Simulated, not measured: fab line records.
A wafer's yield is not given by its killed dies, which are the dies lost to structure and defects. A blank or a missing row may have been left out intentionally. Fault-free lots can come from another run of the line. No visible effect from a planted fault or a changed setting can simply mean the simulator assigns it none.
The tool behind it: which one? / flow berkeley_cmos170 / 15 lots, 45 wafers sampled, at 2 steps of a route of 331

## WHAT THE GAUGES SHOWED, per wafer
UCB170_V2_THK_MEAS_04.
lot=L858; measured=day 8 11:26; on=film_metro-03; V2_POLISHED_THK (nm)=998.4 1000.6 1001.0
lot=L860; measured=day 8 20:15; on=film_metro-03; V2_POLISHED_THK (nm)=1001.5 1000.9 1001.4
lot=L859; measured=day 8 22:16; on=film_metro-04; V2_POLISHED_THK (nm)=998.0 1001.6 1000.4
lot=L862; measured=day 9 13:41; on=film_metro-03; V2_POLISHED_THK (nm)=1001.3 999.9 1000.5
lot=L863; measured=day 9 13:55; on=film_metro-04; V2_POLISHED_THK (nm)=999.5 1002.5 1001.3
lot=L861; measured=day 9 14:54; on=film_metro-01; V2_POLISHED_THK (nm)=1340.4 1360.3 1345.7
lot=L864; measured=day 10 01:57; on=film_metro-01; V2_POLISHED_THK (nm)=1344.3 1347.0 1360.9
lot=L866; measured=day 10 12:20; on=film_metro-03; V2_POLISHED_THK (nm)=1335.7 1349.7 1354.0
lot=L873; measured=day 12 01:13; on=film_metro-03; V2_POLISHED_THK (nm)=999.3 1001.4 1000.9
lot=L874; measured=day 12 01:52; on=film_metro-03; V2_POLISHED_THK (nm)=1000.6 999.2 1002.9
lot=L876; measured=day 12 13:59; on=film_metro-03; V2_POLISHED_THK (nm)=998.9 1001.5 999.6
lot=L880; measured=day 12 17:49; on=film_metro-03; V2_POLISHED_THK (nm)=999.6 1000.1 1001.0
lot=L878; measured=day 12 20:14; on=film_metro-01; V2_POLISHED_THK (nm)=1000.6 1003.0 1001.2
lot=L879; measured=day 12 22:59; on=film_metro-03; V2_POLISHED_THK (nm)=1001.2 1001.0 1001.5
lot=L881; measured=day 13 17:13; on=film_metro-03; V2_POLISHED_THK (nm)=1001.3 1001.0 1000.5

## TOOL THAT RAN EACH LOT (tool first, then ch and the chambers of the sampled wafers, then the start)
lot=L858; UCB170_V2_CMP_02=cmp-02 ch 0,1,2, day 8 11:04
lot=L860; UCB170_V2_CMP_02=cmp-02 ch 1,2,3, day 8 19:50
lot=L859; UCB170_V2_CMP_02=cmp-02 ch 1,3, day 8 21:49
lot=L862; UCB170_V2_CMP_02=cmp-01 ch 0,1, day 9 13:19
lot=L863; UCB170_V2_CMP_02=cmp-02 ch 0,1,3, day 9 13:29
lot=L861; UCB170_V2_CMP_02=cmp-02 ch 1,2, day 9 14:28
lot=L864; UCB170_V2_CMP_02=cmp-02 ch 1,2,3, day 10 01:32
lot=L866; UCB170_V2_CMP_02=cmp-02 ch 0,1,2, day 10 11:58
lot=L873; UCB170_V2_CMP_02=cmp-01 ch 0,1,2, day 12 00:57
lot=L874; UCB170_V2_CMP_02=cmp-01 ch 0,2,3, day 12 01:27
lot=L876; UCB170_V2_CMP_02=cmp-01 ch 0,2, day 12 13:32
lot=L880; UCB170_V2_CMP_02=cmp-02 ch 0,1,2, day 12 17:23
lot=L878; UCB170_V2_CMP_02=cmp-01 ch 0,1,2, day 12 19:49
lot=L879; UCB170_V2_CMP_02=cmp-02 ch 2,3, day 12 22:34
lot=L881; UCB170_V2_CMP_02=cmp-02 ch 0,2,3, day 13 16:47
- UCB170_V2_CMP_02: polishes SiO2.

## AS READ BY THE TOOLS THEMSELVES (means over the sampled wafers that have a number; for cases with no such wafer, the mark the record gives instead)
UCB170_V2_CMP_02.
lot=L858; tool=cmp-02; motor_current_A (A)=15.3; slurry_filter_dp_kPa (kPa)=13.49
lot=L860; tool=cmp-02; motor_current_A (A)=16.5; slurry_filter_dp_kPa (kPa)=13.62
lot=L859; tool=cmp-02; motor_current_A (A)=17.2; slurry_filter_dp_kPa (kPa)=13.55
lot=L862; tool=cmp-01; motor_current_A (A)=17.2; slurry_filter_dp_kPa (kPa)=13.49
lot=L863; tool=cmp-02; motor_current_A (A)=16.9; slurry_filter_dp_kPa (kPa)=13.49
lot=L861; tool=cmp-02; motor_current_A (A)=15.3; slurry_filter_dp_kPa (kPa)=13.39
lot=L864; tool=cmp-02; motor_current_A (A)=16.3; slurry_filter_dp_kPa (kPa)=13.48
lot=L866; tool=cmp-02; motor_current_A (A)=15.9; slurry_filter_dp_kPa (kPa)=13.49
lot=L873; tool=cmp-01; motor_current_A (A)=16.6; slurry_filter_dp_kPa (kPa)=13.52
lot=L874; tool=cmp-01; motor_current_A (A)=16.0; slurry_filter_dp_kPa (kPa)=13.49
lot=L876; tool=cmp-01; motor_current_A (A)=16.7; slurry_filter_dp_kPa (kPa)=13.50
lot=L880; tool=cmp-02; motor_current_A (A)=15.9; slurry_filter_dp_kPa (kPa)=13.58
lot=L878; tool=cmp-01; motor_current_A (A)=16.4; slurry_filter_dp_kPa (kPa)=13.54
lot=L879; tool=cmp-02; motor_current_A (A)=17.1; slurry_filter_dp_kPa (kPa)=13.52
lot=L881; tool=cmp-02; motor_current_A (A)=16.8; slurry_filter_dp_kPa (kPa)=13.48

## THE ANSWER, worked out from the rows above alone
Rule: the usual values come from the lots themselves. Put in order of their means at a reading, lots are off if they are a third of the lots or fewer, leave a main group of 4 or more, and stand apart from it by a gap of 3 or more times the standard deviation of the main group's means; of several such gaps the widest counts. If all means in a main group match to the digits the tables above print for the reading, that group is not used. Also off: a lot with no number at a reading for which 4 or more lots have one. All remaining lots with rows at the step are treated as sound. The gauges are gone through in route order, then the tools' own readings, and for those a lot's mean is taken as printed above. At the first step where some lot is off, the reading lying furthest off is the one used; lots without a number count as furthest.
Off: L861, L864, L866, at UCB170_V2_THK_MEAS_04 (V2_POLISHED_THK). Main group: mean 1000.7 nm, sd 0.53.
A tool fits if, at a process step before that reading, it ran every lot that is off, and no sound lot after the first of them. Those tools and the gauges at UCB170_V2_THK_MEAS_04 are tried in the same way. Not one of the candidates tried fits.

## WHAT THE SIMULATOR PUT IN
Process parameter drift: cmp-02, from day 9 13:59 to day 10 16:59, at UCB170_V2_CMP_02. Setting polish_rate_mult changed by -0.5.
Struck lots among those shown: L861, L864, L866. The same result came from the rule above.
